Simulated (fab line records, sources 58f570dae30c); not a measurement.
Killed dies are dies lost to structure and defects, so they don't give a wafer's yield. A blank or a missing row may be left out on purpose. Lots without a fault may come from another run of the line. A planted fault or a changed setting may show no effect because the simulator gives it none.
Tool commonality check | flow berkeley_cmos170 | 16 lots, 48 wafers sampled

WHY IT WAS OPENED
At UCB170_PFIELD_OVL_MEAS_06 the reading PFIELD_OVL is flagged on 4 of 16 lots. Wafers without a fault read 1 nm, standard deviation 5.9.
Rule: a lot is flagged when every wafer of it that has a number lies more than 4 standard deviations from that mean, or none has a number. The other lots count as sound.

lot  | measured    | on         | PFIELD_OVL (nm), wafer by wafer | flag
L756 | day 5 01:56 | overlay-01 | -12 -8 -6                       |
L757 | day 5 12:59 | overlay-02 | 8 4 6                           |
L759 | day 5 17:05 | overlay-02 | -8 -4 -4                        |
L758 | day 5 17:10 | overlay-01 | 8 14 7                          |
L760 | day 5 17:13 | overlay-02 | 2 10 9                          |
L766 | day 6 15:01 | overlay-02 | 2 3 1                           |
L762 | day 6 15:18 | overlay-02 | 3 3 5                           |
L763 | day 6 15:34 | overlay-02 | -7 -8 -4                        |
L768 | day 7 14:59 | overlay-02 | 2 2 0                           |
L769 | day 7 22:50 | overlay-02 | 269 265 261                     | FLAGGED
L771 | day 8 05:41 | overlay-02 | 258 257 258                     | FLAGGED
L770 | day 8 05:57 | overlay-02 | -13 -7 -15                      |
L772 | day 8 06:14 | overlay-02 | 2 2 6                           |
L774 | day 8 15:20 | overlay-01 | -2 3 -7                         |
L773 | day 8 15:37 | overlay-02 | 263 262 259                     | FLAGGED
L775 | day 9 04:20 | overlay-01 | 266 268 270                     | FLAGGED
The numbers of the flagged lots are 263 nm on average: +262 nm against the usual, or +44 standard deviations.

WHICH TOOL RAN EACH LOT
The record holds 1 process step before the reading, out of a route of 331 steps. In each cell: the tool, then ch and the chambers that the sampled wafers went through, then the start.
lot  | flag    | UCB170_PFIELD_EXPOSE_03
L756 |         | krf_scanner-01 ch 0, day 5 01:05
L757 |         | krf_scanner-02 ch 0, day 5 12:25
L759 |         | krf_scanner-01 ch 0, day 5 16:19
L758 |         | krf_scanner-02 ch 0, day 5 16:34
L760 |         | krf_scanner-02 ch 0, day 5 16:50
L766 |         | krf_scanner-01 ch 0, day 6 14:08
L762 |         | krf_scanner-02 ch 0, day 6 14:34
L763 |         | krf_scanner-02 ch 0, day 6 14:43
L768 |         | krf_scanner-02 ch 0, day 7 14:37
L769 | FLAGGED | krf_scanner-02 ch 0, day 7 22:03
L771 | FLAGGED | krf_scanner-02 ch 0, day 8 04:39
L770 |         | krf_scanner-01 ch 0, day 8 05:13
L772 |         | krf_scanner-01 ch 0, day 8 05:25
L774 |         | krf_scanner-01 ch 0, day 8 14:47
L773 | FLAGGED | krf_scanner-02 ch 0, day 8 15:14
L775 | FLAGGED | krf_scanner-02 ch 0, day 9 03:27
What these steps do:
- UCB170_PFIELD_EXPOSE_03: exposes mask PFIELD, target cd 1500 nm.
- UCB170_PFIELD_OVL_MEAS_06

FLAGGED OVER TOTAL, TOOL BY TOOL (the gauges that took the reading come last)
step                      | tool           | lots run | flagged | share of the flagged lots | sound lots run after its first flagged lot
UCB170_PFIELD_EXPOSE_03   | krf_scanner-01 | 6        | 0       | none                      | -
UCB170_PFIELD_EXPOSE_03   | krf_scanner-02 | 10       | 4       | all                       | 0
UCB170_PFIELD_OVL_MEAS_06 | overlay-01     | 4        | 1       | some                      | 0
UCB170_PFIELD_OVL_MEAS_06 | overlay-02     | 12       | 3       | some                      | 2 (L770,L772)

WHAT THE TABLE ALLOWS
1 row of the table ran every flagged lot: krf_scanner-02 at UCB170_PFIELD_EXPOSE_03.
- krf_scanner-02 at UCB170_PFIELD_EXPOSE_03: 4 of its 10 lots flagged. Its last sound lot is L768 (day 7 14:37), its first flagged lot L769 (day 7 22:03): a fault that began between those two fits.
One tool is left: krf_scanner-02 at UCB170_PFIELD_EXPOSE_03.

WHAT THE SIMULATOR HAD PUT IN
Scanner matching overlay: krf_scanner-02, from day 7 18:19 on, at UCB170_PFIELD_EXPOSE_03. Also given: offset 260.
Lots struck among those shown: L769, L771, L773, L775. The rule above found the same.
